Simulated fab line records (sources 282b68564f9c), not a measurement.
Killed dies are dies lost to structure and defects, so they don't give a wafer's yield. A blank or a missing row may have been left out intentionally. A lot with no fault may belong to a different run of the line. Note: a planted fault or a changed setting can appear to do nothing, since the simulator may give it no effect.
What tool caused it? / flow rit cmos / Sampling: 13 lots, 39 wafers, 2 of 202 route steps

== WHAT EACH GAUGE READ, for each wafer ==
RIT_PWELL_OVL_MEAS_06.
lot=L834; measured=day 1 23:38; on=overlay-01; PWELL_OVL (nm)=1.7 -1.2 -0.8
lot=L835; measured=day 2 03:38; on=overlay-01; PWELL_OVL (nm)=-0.6 -0.5 -2.7
lot=L836; measured=day 2 16:15; on=overlay-02; PWELL_OVL (nm)=-3.0 -2.0 -1.5
lot=L837; measured=day 2 17:41; on=overlay-01; PWELL_OVL (nm)=1.3 1.7 0.5
lot=L841; measured=day 3 10:10; on=overlay-01; PWELL_OVL (nm)=1.6 -0.5 0.8
lot=L842; measured=day 3 14:03; on=overlay-02; PWELL_OVL (nm)=242.9 241.3 240.8
lot=L844; measured=day 3 23:59; on=overlay-01; PWELL_OVL (nm)=240.9 240.6 240.5
lot=L845; measured=day 4 10:02; on=overlay-02; PWELL_OVL (nm)=239.5 241.7 242.1
lot=L846; measured=day 4 11:25; on=overlay-01; PWELL_OVL (nm)=-1.8 -1.6 -0.6
lot=L848; measured=day 4 21:52; on=overlay-02; PWELL_OVL (nm)=-1.0 0.7 -1.3
lot=L852; measured=day 5 17:03; on=overlay-02; PWELL_OVL (nm)=0.4 1.2 0.2
lot=L853; measured=day 5 21:47; on=overlay-02; PWELL_OVL (nm)=0.6 2.6 -0.4
lot=L856; measured=day 6 13:30; on=overlay-01; PWELL_OVL (nm)=0.7 -0.6 0.4

== EACH LOT AND THE TOOL THAT RAN IT (in order: tool; ch and the chambers of the sampled wafers; start) ==
lot=L834; RIT_PWELL_EXPOSE_03=iline stepper-01 ch 0, day 1 23:14
lot=L835; RIT_PWELL_EXPOSE_03=iline stepper-02 ch 0, day 2 03:12
lot=L836; RIT_PWELL_EXPOSE_03=iline stepper-02 ch 0, day 2 15:50
lot=L837; RIT_PWELL_EXPOSE_03=iline stepper-02 ch 0, day 2 17:17
lot=L841; RIT_PWELL_EXPOSE_03=iline stepper-02 ch 0, day 3 09:46
lot=L842; RIT_PWELL_EXPOSE_03=iline stepper-01 ch 0, day 3 13:35
lot=L844; RIT_PWELL_EXPOSE_03=iline stepper-01 ch 0, day 3 23:34
lot=L845; RIT_PWELL_EXPOSE_03=iline stepper-01 ch 0, day 4 09:31
lot=L846; RIT_PWELL_EXPOSE_03=iline stepper-02 ch 0, day 4 10:59
lot=L848; RIT_PWELL_EXPOSE_03=iline stepper-02 ch 0, day 4 21:26
lot=L852; RIT_PWELL_EXPOSE_03=iline stepper-02 ch 0, day 5 16:38
lot=L853; RIT_PWELL_EXPOSE_03=iline stepper-02 ch 0, day 5 21:22
lot=L856; RIT_PWELL_EXPOSE_03=iline stepper-02 ch 0, day 6 13:05
- RIT_PWELL_EXPOSE_03: exposes mask M3, target cd 43700 nm.

== WHAT THE TOOLS THEMSELVES READ (means of the sampled wafers that have a number; where no wafer has one, the mark that the record gives instead) ==
RIT_PWELL_EXPOSE_03.
lot=L834; tool=iline stepper-01; focus offset nm (nm)=0.3
lot=L835; tool=iline stepper-02; focus offset nm (nm)=0.4
lot=L836; tool=iline stepper-02; focus offset nm (nm)=-0.0
lot=L837; tool=iline stepper-02; focus offset nm (nm)=-0.5
lot=L841; tool=iline stepper-02; focus offset nm (nm)=0.2
lot=L842; tool=iline stepper-01; focus offset nm (nm)=0.0
lot=L844; tool=iline stepper-01; focus offset nm (nm)=0.3
lot=L845; tool=iline stepper-01; focus offset nm (nm)=0.1
lot=L846; tool=iline stepper-02; focus offset nm (nm)=-0.3
lot=L848; tool=iline stepper-02; focus offset nm (nm)=0.3
lot=L852; tool=iline stepper-02; focus offset nm (nm)=0.1
lot=L853; tool=iline stepper-02; focus offset nm (nm)=-0.6
lot=L856; tool=iline stepper-02; focus offset nm (nm)=-0.1

== THE ANSWER, worked out from the rows above alone ==
Rule: what is usual is taken from the lots themselves. The widest of any qualifying gaps counts: lots, ordered by their means at a reading, are off when they make up no more than a third of the lots, leave a main group of 4 or more, and stand apart from it by 3 or more times the standard deviation of that group's means. A main group whose means are all the same, to the digits that the tables above print for the reading, isn't used. A lot without any number at a reading at which 4 lots or more have one is off too. The other lots that the step has rows for count as sound. The gauges are gone through in route order, then the tools' own readings, and for those a lot's mean is taken as printed above. At the first step where some lot is off, the reading lying furthest off is the one used; lots without a number count as furthest.
Off: at RIT_PWELL_OVL_MEAS_06 (PWELL_OVL), L842, L844, L845. The main group has a mean of -0.2 nm with a standard deviation of 1.1.
A tool fits if, at a process step before that reading, it ran every lot that is off, and no sound lot after the first of them. The gauges at RIT_PWELL_OVL_MEAS_06 are tried like those tools. One fits: iline stepper-01 at RIT_PWELL_EXPOSE_03. A fault onset in the window from L834 (day 1 23:14, its last sound lot) to L842 (day 3 13:35, its first lot off) fits.

== WHAT WAS PUT IN BY THE SIMULATOR ==
Scanner matching overlay: iline stepper-01, from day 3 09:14 on, at RIT_PWELL_EXPOSE_03. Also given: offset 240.
Struck lots among those shown: L842, L844, L845. The rule above reached the same finding.
